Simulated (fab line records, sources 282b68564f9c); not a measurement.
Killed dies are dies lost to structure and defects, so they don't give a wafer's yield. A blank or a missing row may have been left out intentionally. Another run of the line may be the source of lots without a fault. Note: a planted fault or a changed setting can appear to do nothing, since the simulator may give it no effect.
fab line records | flow rit_cmos | part 1 of 2: steps 1 to 33 of 43
record: lots: 5 wafers: 15 last_day: 8
route steps=202 shown SPACER@128 NSD@131 PSD@142 SDANNEAL@153 PLDD@159 NLDD@160 SILICIDE@161 CONTACT@168
lots untouched by any fault: they come from a run of this same line in which no faults occurred
start_h: the number of hours between the record's first day and the start of the first shown wafer of the lot | wait_h: hours elapsed since this lot's preceding step | " as in the row above | L1.1+2: one row covering several wafers at once | - no value, or no start was given | * or withheld: withheld | < > ~ a bound
route shown NAME@n: names a module that has steps shown in the file, with the first one's number in the route | usual: the fault-free wafers' mean and standard deviation | same: alike in all rows | chamber/n: place in a boat | sites: the reading at each site | _std_site: the standard deviation of these | _edge_site: inner sites' mean taken away from outer sites' mean | radius_mm: how far each site lies from the wafer's centre | mask NAME#n: copy n | behind: the most recent tool/chamber to have shaped the wafer | hold: the reason the lot was held/the length of the hold in hours/how it ended | device: whichever transistor did not switch (one of n, p or np) | end of line: the tests these same wafers got at the end of their route | step lacking rows: just its recipe | killed: not the wafer's yield, but the dies lost to structure and defects at the first sort | map: dies across one wafer; x = killed, . = not, _ = none there
set.NAME: the run value of the setting; set.NAME@STEP: its run value at that earlier step | model.NAME: the simulator's own value behind a step, which no gauge read
a table for each step, a row for each wafer; lots at some steps of the route
services: from which hour (start_h, from the record's first day; less than 0 if before it) a tool's chamber was out of use, for how many hours, and why
== steps ==
step: RIT_SPACER_CVD_03
recipe: material: Si3N4 target_thk_nm: 250 temp_c: 810 precursor: SiH2Cl2/NH3 time_s: 3300 pressure_mtorr: 300 sih2cl2_flow_sccm: 60 nh3_flow_sccm: 150
columns lot.wafer tool chamber start_h wait_h
L074.2+3+4 lpcvd-01 0 45.62 0.0
L077.1+2+3 lpcvd-02 1 66.31 0.0
L081.4+5+6 lpcvd-02 0 85.20 0.0
L087.2+4+6 lpcvd-01 1 116.10 0.0
L097.1+2+6 lpcvd-01 1 181.43 1.5
step: RIT_SPACER_THK_MEAS_04
recipe: reads: Si3N4_of_SPACER_CVD_03
usual: SPACER_NITRIDE_THK: 250.3/2.6
columns lot.wafer tool chamber start_h wait_h SPACER_NITRIDE_THK[nm]
L074.2 film_metro-01 - 47.55 0.0 248.5
L074.3 " - " " 246.9
L074.4 " - " " 249.2
L077.1 film_metro-04 - 68.22 0.0 251.5
L077.2 " - " " 250.8
L077.3 " - " " 250.0
L081.4 film_metro-01 - 87.15 0.0 250.1
L081.5 " - " " 250.1
L081.6 " - " " 250.3
L087.2 film_metro-03 - 118.03 0.0 250.8
L087.4 " - " " 252.0
L087.6 " - " " 250.8
L097.1 film_metro-01 - 183.34 0.0 247.6
L097.2 " - " " 247.8
L097.6 " - " " 247.8
step: RIT_SPACER_ETCHBACK_05
recipe: target_depth_a: 2500 SF6_flow_sccm: 30 CHF3_flow_sccm: 30 target: Si3N4 chemistry: SF6/CHF3 pressure_mtorr: 40 rf_w: 250 time_s: 240 stop_on: SiO2
usual: drypump_motor_current_A: 5.9/0.42 oes_product_au: 0.844/0.015 throttle_valve_pct: 10.33/0.15
columns lot.wafer tool chamber start_h wait_h drypump_motor_current_A oes_product_au rf_hours_counter_h throttle_valve_pct
L074.2 rie_diel-02 3 47.60 0.0 6.6 0.817 49 10.39
L074.3 " 0 " " 5.9 0.833 86 10.14
L074.4 " 0 " " 5.9 0.842 - 10.13
L077.1 rie_diel-03 0 68.28 0.1 5.5 0.841 113 10.43
L077.2 " 1 " " 5.6 0.848 134 10.46
L077.3 " 2 " " 5.9 0.831 161 10.43
L081.4 rie_diel-04 0 87.18 0.0 5.7 0.854 37 10.03
L081.5 " 2 " " 6.7 0.844 - 10.43
L081.6 " 3 " " 5.6 0.837 - 10.44
L087.2 rie_diel-04 3 118.08 0.0 5.6 0.837 59 10.43
L087.4 " 1 " " 5.3 0.845 115 10.27
L087.6 " 3 " " 5.6 0.840 - 10.43
L097.1 rie_diel-04 0 183.40 0.1 5.7 0.841 38 10.02
L097.2 " 3 " " 5.6 0.826 60 10.42
L097.6 " 2 " " 6.7 0.841 - 10.44
step: RIT_NSD_HMDS_00
recipe: prime_time_s: 60 prime_temp_c: 140
same: prime_time_s: 60
columns lot.wafer tool chamber start_h wait_h
L074.2+3+4 litho_track-03 0 47.78 0.1
L077.1+2+3 litho_track-01 0 68.43 0.1
L081.4+5+6 litho_track-01 0 87.40 0.1
L087.2+4+6 litho_track-01 0 118.26 0.1
L097.1+2+6 litho_track-03 0 183.55 0.1
step: RIT_NSD_COAT_01
recipe: resist: NOVOLAK spin_rpm: 3250 resist_thk_nm: 1000
usual: spin_speed_rpm: 3249.8/2.4
columns lot.wafer tool chamber start_h wait_h spin_speed_rpm
L074.2 litho_track-03 0 47.93 0.1 3246.6
L074.3 " 0 " " 3250.8
L074.4 " 0 " " 3254.3
L077.1 litho_track-01 0 68.58 0.1 3249.7
L077.2 " 0 " " 3249.6
L077.3 " 0 " " 3249.1
L081.4 litho_track-01 0 87.55 0.1 3248.2
L081.5 " 0 " " 3252.1
L081.6 " 0 " " 3250.7
L087.2 litho_track-01 0 118.41 0.1 3250.4
L087.4 " 0 " " 3250.9
L087.6 " 0 " " 3249.9
L097.1 litho_track-03 0 183.70 0.1 3249.4
L097.2 " 0 " " 3249.7
L097.6 " 0 " " 3249.6
step: RIT_NSD_SOFTBAKE_02
recipe: resist: NOVOLAK temp_c: 90 time_s: 60
columns lot.wafer tool chamber start_h wait_h
L074.2+3+4 litho_track-03 0 48.08 0.1
L077.1+2+3 litho_track-01 0 68.73 0.1
L081.4+5+6 litho_track-01 0 87.70 0.1
L087.2+4+6 litho_track-01 0 118.56 0.1
L097.1+2+6 litho_track-03 0 183.85 0.1
step: RIT_NSD_EXPOSE_03
recipe: mask_id: M9 na: 0.57 target_cd_nm: 40700 dose_mj: 250
columns lot.wafer tool chamber start_h wait_h mask
L074.2+3+4 iline_stepper-01 0 48.34 0.2 M9#0
L077.1+2+3 iline_stepper-01 0 68.88 0.1 M9#0
L081.4+5+6 iline_stepper-01 0 87.96 0.2 M9#0
L087.2+4+6 iline_stepper-02 0 118.70 0.1 M9#0
L097.1+2+6 iline_stepper-02 0 184.13 0.2 M9#0
step: RIT_NSD_PEB_04
recipe: resist: NOVOLAK temp_c: withheld time_s: withheld
columns lot.wafer tool chamber start_h wait_h
L074.2+3+4 litho_track-01 0 48.47 0.1
L077.1+2+3 litho_track-01 0 69.00 0.1
L081.4+5+6 litho_track-01 0 88.09 0.1
L087.2+4+6 litho_track-03 0 118.82 0.1
L097.1+2+6 litho_track-02 0 184.25 0.1
step: RIT_NSD_DEVELOP_05
recipe: resist: NOVOLAK develop_time_s: 50 dev_temp_c: 23
columns lot.wafer tool chamber start_h wait_h
L074.2+3+4 litho_track-01 0 - -
L077.1+2+3 litho_track-01 0 - -
L081.4+5+6 litho_track-01 0 - -
L087.2+4+6 litho_track-03 0 - -
L097.1+2+6 litho_track-02 0 - -
step: RIT_NSD_OVL_MEAS_06
usual: NSD_OVL: 0.5/1.5
columns lot.wafer tool chamber start_h wait_h NSD_OVL[nm]
L074.2 overlay-01 - 48.73 - 3.9
L074.3 " - " " 1.0
L074.4 " - " " 1.8
L077.1 overlay-01 - 69.28 - 0.7
L077.2 " - " " 1.7
L077.3 " - " " 1.5
L081.4 overlay-02 - 88.32 - 3.0
L081.5 " - " " 2.2
L081.6 " - " " 2.9
L087.2 overlay-02 - 119.09 - 0.8
L087.4 " - " " -1.3
L087.6 " - " " 0.9
L097.1 overlay-02 - 184.53 - -1.9
L097.2 " - " " -1.4
L097.6 " - " " -1.2
step: RIT_NSD_HARDBAKE_07
recipe: resist: NOVOLAK temp_c: 140 time_s: 60
columns lot.wafer tool chamber start_h wait_h
L074.2+3+4 litho_track-03 0 48.79 0.0
L077.1+2+3 litho_track-02 0 69.32 0.0
L081.4+5+6 litho_track-02 0 88.41 0.1
L087.2+4+6 litho_track-03 0 119.14 0.0
L097.1+2+6 litho_track-03 0 184.56 0.0
step: RIT_NSD_IMPLANT_08
recipe: species: P energy_kev: 25 dose_cm2: 1e+15 tilt_deg: 7
columns lot.wafer tool chamber start_h wait_h
L074.2+3+4 implanter-02 0 48.94 0.1
L077.1+2+3 implanter-02 0 69.47 0.1
L081.4+5+6 implanter-01 0 88.56 0.1
L087.2+4+6 implanter-01 0 119.29 0.1
L097.1+2+6 implanter-03 0 184.71 0.1
step: RIT_NSD_STRIP_09
recipe: chemistry: O2 time_s: 180 resist: NOVOLAK platen_temp_c: withheld power_w: 500 pressure_mtorr: 4000 o2_flow_sccm: 4000
usual: drypump_motor_current_A: 5.8/0.42 rf_refl_power_W: 6.1/1.4
columns lot.wafer tool chamber start_h wait_h drypump_motor_current_A rf_hours_counter_h rf_refl_power_W
L074.2 plasma_asher-01 0 49.06 0.1 5.4 41 5.0
L074.3 " 0 " " 5.4 - 5.1
L074.4 " 1 " " 5.9 - 7.6
L077.1 plasma_asher-02 0 69.62 0.1 6.6 44 7.9
L077.2 " 1 " " 5.5 44 4.1
L077.3 " 0 " " 6.6 - 7.7
L081.4 plasma_asher-01 1 88.70 0.1 5.9 - 7.7
L081.5 " 0 " " 5.4 - 4.6
L081.6 " 1 " " 5.9 - 7.9
L087.2 plasma_asher-02 1 119.42 0.1 5.5 48 4.0
L087.4 " 1 " " 5.5 - 4.2
L087.6 " 0 " " 6.6 - 8.2
L097.1 plasma_asher-02 0 184.86 0.1 6.6 54 7.7
L097.2 " 1 " " 5.4 54 4.1
L097.6 " 1 " " 5.4 - 4.0
step: RIT_NSD_TW_MEAS_10
usual: NSD_TW: 3139/20
columns lot.wafer tool chamber start_h wait_h NSD_TW
L074.2 film_metro-03 - 49.25 0.1 3129
L074.3 " - " " 3120
L074.4 " - " " 3128
L077.1 film_metro-01 - 69.80 0.1 3099
L077.2 " - " " 3105
L077.3 " - " " 3103
L081.4 film_metro-02 - 88.84 0.1 3128
L081.5 " - " " 3128
L081.6 " - " " 3135
L087.2 film_metro-01 - 119.60 0.1 3126
L087.4 " - " " 3146
L087.6 " - " " 3133
L097.1 film_metro-03 - 185.04 0.1 3129
L097.2 " - " " 3140
L097.6 " - " " 3124
step: RIT_PSD_HMDS_00
recipe: prime_time_s: 60 prime_temp_c: 140
same: prime_time_s: 60
columns lot.wafer tool chamber start_h wait_h
L074.2+3+4 litho_track-01 0 49.32 0.1
L077.1+2+3 litho_track-04 0 69.86 0.1
L081.4+5+6 litho_track-02 0 88.95 0.1
L087.2+4+6 litho_track-01 0 119.68 0.1
L097.1+2+6 litho_track-01 0 185.10 0.1
step: RIT_PSD_COAT_01
recipe: resist: NOVOLAK spin_rpm: 3250 resist_thk_nm: 1000
usual: spin_speed_rpm: 3250.0/2.1
columns lot.wafer tool chamber start_h wait_h spin_speed_rpm
L074.2 litho_track-01 0 49.47 0.1 3250.0
L074.3 " 0 " " 3247.6
L074.4 " 0 " " 3248.0
L077.1 litho_track-04 0 70.01 0.1 3250.3
L077.2 " 0 " " 3250.7
L077.3 " 0 " " 3250.6
L081.4 litho_track-02 0 89.10 0.1 3246.0
L081.5 " 0 " " 3248.3
L081.6 " 0 " " 3248.3
L087.2 litho_track-01 0 119.83 0.1 3252.8
L087.4 " 0 " " 3249.4
L087.6 " 0 " " 3250.9
L097.1 litho_track-01 0 185.25 0.1 3250.5
L097.2 " 0 " " 3249.0
L097.6 " 0 " " 3250.0
step: RIT_PSD_SOFTBAKE_02
recipe: resist: NOVOLAK temp_c: 90 time_s: 60
columns lot.wafer tool chamber start_h wait_h
L074.2+3+4 litho_track-01 0 49.62 0.1
L077.1+2+3 litho_track-04 0 70.16 0.1
L081.4+5+6 litho_track-02 0 89.25 0.1
L087.2+4+6 litho_track-01 0 119.98 0.1
L097.1+2+6 litho_track-01 0 185.40 0.1
step: RIT_PSD_EXPOSE_03
recipe: mask_id: M10 na: 0.57 target_cd_nm: 40900 dose_mj: 250
columns lot.wafer tool chamber start_h wait_h mask
L074.2+3+4 iline_stepper-01 0 49.89 0.2 M10#0
L077.1+2+3 iline_stepper-01 0 70.43 0.2 M10#0
L081.4+5+6 iline_stepper-01 0 89.51 0.2 M10#0
L087.2+4+6 iline_stepper-02 0 120.12 0.1 M10#0
L097.1+2+6 iline_stepper-02 0 185.67 0.2 M10#0
step: RIT_PSD_PEB_04
recipe: resist: NOVOLAK temp_c: withheld time_s: withheld
columns lot.wafer tool chamber start_h wait_h
L074.2+3+4 litho_track-02 0 50.01 0.1
L077.1+2+3 litho_track-01 0 70.55 0.1
L081.4+5+6 litho_track-04 0 89.64 0.1
L087.2+4+6 litho_track-01 0 120.24 0.1
L097.1+2+6 litho_track-02 0 185.79 0.1
step: RIT_PSD_DEVELOP_05
recipe: resist: NOVOLAK develop_time_s: 50 dev_temp_c: 23
columns lot.wafer tool chamber start_h wait_h
L074.2+3+4 litho_track-02 0 - -
L077.1+2+3 litho_track-01 0 - -
L081.4+5+6 litho_track-04 0 - -
L087.2+4+6 litho_track-01 0 - -
L097.1+2+6 litho_track-02 0 - -
step: RIT_PSD_OVL_MEAS_06
usual: PSD_OVL: 1.0/1.3
columns lot.wafer tool chamber start_h wait_h PSD_OVL[nm]
L074.2 overlay-02 - 50.28 - -0.1
L074.3 " - " " 0.3
L074.4 " - " " 2.8
L077.1 overlay-02 - 70.83 - 2.0
L077.2 " - " " -1.7
L077.3 " - " " -3.4
L081.4 overlay-02 - 89.86 - 1.0
L081.5 " - " " -0.3
L081.6 " - " " -1.1
L087.2 overlay-01 - 120.51 - -1.4
L087.4 " - " " -0.1
L087.6 " - " " -0.8
L097.1 overlay-02 - 186.07 - 2.1
L097.2 " - " " 1.9
L097.6 " - " " 1.2
step: RIT_PSD_HARDBAKE_07
recipe: resist: NOVOLAK temp_c: 140 time_s: 60
columns lot.wafer tool chamber start_h wait_h
L074.2+3+4 litho_track-01 0 50.33 0.0
L077.1+2+3 litho_track-01 0 70.87 0.0
L081.4+5+6 litho_track-04 0 89.96 0.1
L087.2+4+6 litho_track-04 0 120.56 0.0
L097.1+2+6 litho_track-02 0 186.11 0.0
step: RIT_PSD_IMPLANT_08
recipe: species: BF2 energy_kev: 27 dose_cm2: 5e+15 tilt_deg: 7
columns lot.wafer tool chamber start_h wait_h
L074.2+3+4 implanter-02 0 50.48 0.1
L077.1+2+3 implanter-02 0 71.02 0.1
L081.4+5+6 implanter-04 0 90.11 0.1
L087.2+4+6 implanter-04 0 120.71 0.1
L097.1+2+6 implanter-02 0 186.26 0.1
step: RIT_PSD_STRIP_09
recipe: chemistry: O2 time_s: 180 resist: NOVOLAK platen_temp_c: withheld power_w: 500 pressure_mtorr: 4000 o2_flow_sccm: 4000
usual: drypump_motor_current_A: 5.7/0.46 rf_refl_power_W: 6.0/0.99
columns lot.wafer tool chamber start_h wait_h drypump_motor_current_A rf_hours_counter_h rf_refl_power_W
L074.2 plasma_asher-03 0 50.61 0.1 6.3 26 5.7
L074.3 " 0 " " 6.3 - 5.6
L074.4 " 1 " " 5.0 - 7.7
L077.1 plasma_asher-04 1 71.17 0.1 6.1 42 4.8
L077.2 " 0 " " 5.4 42 6.0
L077.3 " 1 " " 6.1 - 5.1
L081.4 plasma_asher-03 1 90.24 0.1 5.0 - 7.3
L081.5 " 0 " " 6.3 - 5.4
L081.6 " 1 " " 5.0 - 7.7
L087.2 plasma_asher-04 0 120.84 0.1 5.4 47 6.0
L087.4 " 1 " " 6.1 - 5.0
L087.6 " 0 " " 5.4 - 6.1
L097.1 plasma_asher-04 0 186.41 0.1 5.4 53 6.1
L097.2 " 1 " " 6.1 53 4.9
L097.6 " 0 " " 5.4 - 6.5
step: RIT_PSD_TW_MEAS_10
usual: PSD_TW: 3444/21
columns lot.wafer tool chamber start_h wait_h PSD_TW
L074.2 film_metro-03 - 50.79 0.1 3450
L074.3 " - " " 3470
L074.4 " - " " 3432
L077.1 film_metro-02 - 71.34 0.1 3470
L077.2 " - " " 3456
L077.3 " - " " 3467
L081.4 film_metro-03 - 90.39 0.1 3476
L081.5 " - " " 3474
L081.6 " - " " 3485
L087.2 film_metro-01 - 121.02 0.1 3430
L087.4 " - " " 3447
L087.6 " - " " 3456
L097.1 film_metro-03 - 186.59 0.1 3436
L097.2 " - " " 3459
L097.6 " - " " 3478
step: RIT_SDANNEAL_CLEAN_00
recipe: chemistry: SC1 mix: 3:3:50 time_s: 600 temp_c: 75
usual: temp_c: 74.99/0.12
columns lot.wafer tool chamber start_h wait_h temp_c
L074.2 wet_bench-02 2 50.84 0.0 74.89
L074.3 " 2 " " 74.90
L074.4 " 2 " " 75.07
L077.1 wet_bench-04 3 71.40 0.1 74.87
L077.2 " 3 " " 74.95
L077.3 " 3 " " 74.86
L081.4 wet_bench-02 0 90.42 0.0 75.01
L081.5 " 0 " " 74.94
L081.6 " 0 " " 75.16
L087.2 wet_bench-01 0 121.07 0.0 74.91
L087.4 " 0 " " 74.91
L087.6 " 0 " " 74.90
L097.1 wet_bench-04 1 186.65 0.1 74.78
L097.2 " 1 " " 75.10
L097.6 " 1 " " 74.99
step: RIT_SDANNEAL_CLEAN_01
recipe: chemistry: dHF dilution: 50:1 time_s: 30
columns lot.wafer tool chamber start_h wait_h
L074.2+3+4 wet_bench-02 3 51.02 0.0
L077.1+2+3 wet_bench-02 2 71.58 0.0
L081.4+5+6 wet_bench-04 1 90.59 0.0
L087.2+4+6 wet_bench-02 2 121.25 0.0
L097.1+2+6 wet_bench-02 1 186.84 0.0
step: RIT_SDANNEAL_CLEAN_02
recipe: chemistry: SC2 mix: 3:3:50 time_s: 600 temp_c: 75 dry: n2_spin
usual: temp_c: 74.97/0.13
columns lot.wafer tool chamber start_h wait_h temp_c
L074.2 wet_bench-02 0 51.03 0.0 75.21
L074.3 " 0 " " 75.13
L074.4 " 0 " " 75.05
L077.1 wet_bench-04 3 71.59 0.0 75.04
L077.2 " 3 " " 75.14
L077.3 " 3 " " 75.07
L081.4 wet_bench-02 3 90.61 0.0 74.91
L081.5 " 3 " " 74.89
L081.6 " 3 " " 74.96
L087.2 wet_bench-04 1 121.26 0.0 74.93
L087.4 " 1 " " 75.08
L087.6 " 1 " " 75.01
L097.1 wet_bench-01 0 186.85 0.0 74.93
L097.2 " 0 " " 74.83
L097.6 " 0 " " 74.81
step: RIT_SDANNEAL_RTA_03
recipe: temp_c: 1050 time_s: 5 idle_temp_c: 600 ramp_up_c_per_s: 342 ramp_down_c_per_s: 171 cool_to_c: 600 ambient: N2
usual: wafer_temp_C_max: 1053.3/1
columns lot.wafer tool chamber start_h wait_h wafer_temp_C_max
L074.2 rtp_anneal-02 0 51.22 0.0 1052.8
L074.3 " 0 " " 1052.1
L074.4 " 0 " " 1054.0
L077.1 rtp_anneal-01 0 71.77 0.0 1053.1
L077.2 " 0 " " 1052.2
L077.3 " 0 " " 1053.7
L081.4 rtp_anneal-01 0 90.82 0.0 1054.4
L081.5 " 0 " " 1053.6
L081.6 " 0 " " 1055.5
L087.2 rtp_anneal-01 0 121.45 0.0 1052.0
L087.4 " 0 " " 1053.1
L087.6 " 0 " " 1052.5
L097.1 rtp_anneal-02 0 187.06 0.0 1053.4
L097.2 " 0 " " 1053.9
L097.6 " 0 " " 1053.3
step: RIT_SDANNEAL_RS_MEAS_04
recipe: thk_meas_gauge: four-point-probe
usual: PSD_RS: 115.9/0.32
columns lot.wafer tool chamber start_h wait_h PSD_RS[ohm/sq]
L074.2 film_metro-01 - 51.29 0.1 115.7
L074.3 " - " " 115.9
L074.4 " - " " 115.4
L077.1 film_metro-01 - 71.83 0.0 115.9
L077.2 " - " " 115.9
L077.3 " - " " 116.1
L081.4 film_metro-03 - 90.90 0.1 116.7
L081.5 " - " " 116.3
L081.6 " - " " 116.6
L087.2 film_metro-03 - 121.52 0.1 116.1
L087.4 " - " " 115.8
L087.6 " - " " 116.3
L097.1 film_metro-03 - 187.12 0.0 115.8
L097.2 " - " " 115.7
L097.6 " - " " 115.8
step: RIT_SDANNEAL_RS_MEAS_05
recipe: thk_meas_gauge: four-point-probe
usual: NSD_RS: 84.5/0.31
columns lot.wafer tool chamber start_h wait_h NSD_RS[ohm/sq]
L074.2 film_metro-01 - 51.41 0.1 84.6
L074.3 " - " " 84.7
L074.4 " - " " 84.7
L077.1 film_metro-01 - 71.95 0.1 84.4
L077.2 " - " " 84.6
L077.3 " - " " 84.4
L081.4 film_metro-03 - 91.02 0.1 84.8
L081.5 " - " " 84.4
L081.6 " - " " 84.4
L087.2 film_metro-03 - 121.64 0.1 84.2
L087.4 " - " " 84.3
L087.6 " - " " 84.1
L097.1 film_metro-03 - 187.24 0.1 84.8
L097.2 " - " " 84.1
L097.6 " - " " 84.9
step: RIT_SDANNEAL_RS_MEAS_06
recipe: thk_meas_gauge: four-point-probe
usual: PLDD_RS: 178.6/0.54
columns lot.wafer tool chamber start_h wait_h PLDD_RS[ohm/sq]
L074.2 film_metro-01 - 51.53 0.1 178.6
L074.3 " - " " 178.6
L074.4 " - " " 177.9
L077.1 film_metro-01 - 72.07 0.1 179.2
L077.2 " - " " 179.2
L077.3 " - " " 179.1
L081.4 film_metro-03 - 91.14 0.1 179.4
L081.5 " - " " 178.7
L081.6 " - " " 179.3
L087.2 film_metro-03 - 121.76 0.1 179.2
L087.4 " - " " 179.6
L087.6 " - " " 179.3
L097.1 film_metro-03 - 187.36 0.1 178.2
L097.2 " - " " 178.3
L097.6 " - " " 178.4
step: RIT_SDANNEAL_RS_MEAS_07
recipe: thk_meas_gauge: four-point-probe
usual: NLDD_RS: 151.6/0.54
columns lot.wafer tool chamber start_h wait_h NLDD_RS[ohm/sq]
L074.2 film_metro-01 - 51.65 0.1 151.0
L074.3 " - " " 151.2
L074.4 " - " " 151.3
L077.1 film_metro-01 - 72.19 0.1 152.2
L077.2 " - " " 151.6
L077.3 " - " " 151.8
L081.4 film_metro-03 - 91.26 0.1 151.7
L081.5 " - " " 152.5
L081.6 " - " " 151.4
L087.2 film_metro-03 - 121.88 0.1 151.8
L087.4 " - " " 151.6
L087.6 " - " " 151.3
L097.1 film_metro-03 - 187.48 0.1 151.3
L097.2 " - " " 150.9
L097.6 " - " " 151.4
